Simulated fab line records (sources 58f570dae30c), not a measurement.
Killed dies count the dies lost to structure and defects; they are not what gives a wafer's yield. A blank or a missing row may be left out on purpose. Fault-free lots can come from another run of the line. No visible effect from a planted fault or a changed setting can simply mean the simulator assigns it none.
The tool behind it: which one? ; flow berkeleyCmos170 ; 7 lots with 21 wafers sampled at 2 steps, on a route of 331 steps

## WHAT THE GAUGES READ, wafer by wafer
UCB170_V2_THK_MEAS_04.
lot;measured;on;V2_POLISHED_THK (nm)
L195;day 8 18:32;filmMetro-01;998.5 1000.7 999.2
L198;day 10 02:12;filmMetro-04;998.5 998.7 999.9
L202;day 10 08:28;filmMetro-04;1002.3 999.6 1002.0
L203;day 10 19:10;filmMetro-04;1364.1 1359.0 1357.3
L205;day 10 19:26;filmMetro-02;1341.4 1347.5 1355.9
L208;day 11 09:14;filmMetro-02;999.9 1000.0 1001.0
L216;day 13 07:27;filmMetro-04;1001.4 1001.8 1001.2

## WHAT TOOL EACH LOT RAN ON (gives the tool, then ch and the chambers of the sampled wafers, and finally the start)
lot;UCB170_V2_CMP_02
L195;cmp-01 ch 2,3, day 8 18:09
L198;cmp-02 ch 0,2,3, day 10 01:47
L202;cmp-01 ch 2,3, day 10 08:03
L203;cmp-02 ch 0,1, day 10 18:43
L205;cmp-02 ch 0,1,3, day 10 19:01
L208;cmp-01 ch 0,3, day 11 08:52
L216;cmp-01 ch 0,2,3, day 13 07:10
- UCB170_V2_CMP_02: polishes SiO2.

## THE ANSWER, worked out from the rows above alone
Rule: what is usual is taken from the lots themselves. Put in order of their means at a reading, lots are off if they are a third of the lots or fewer, leave a main group of 4 or more, and stand apart from it by a gap of 3 or more times the standard deviation of the main group's means; of several such gaps the widest counts. Not used: any main group whose means are identical at the precision the tables above print for the reading. Also off: a lot with no number at a reading for which 4 or more lots have one. Any other lot the step has rows for is counted as sound.
Off: L203, L205, at UCB170_V2_THK_MEAS_04 (V2_POLISHED_THK). Mean 1000.3 nm and standard deviation 0.97 in the main group.
If a tool, at a process step before that reading, ran all the lots that are off and no sound lot after the first of them, it fits. Gauges at UCB170_V2_THK_MEAS_04: tried the same way as those tools. One fits: cmp-02 at UCB170_V2_CMP_02. A fault onset in the window from L198 (day 10 01:47, its last sound lot) to L203 (day 10 18:43, its first lot off) fits.

## WHAT WAS PUT IN BY THE SIMULATOR
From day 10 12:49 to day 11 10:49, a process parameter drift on cmp-02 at UCB170_V2_CMP_02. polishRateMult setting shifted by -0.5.
Lots struck among those shown: L203, L205. The rule given above showed the same thing.
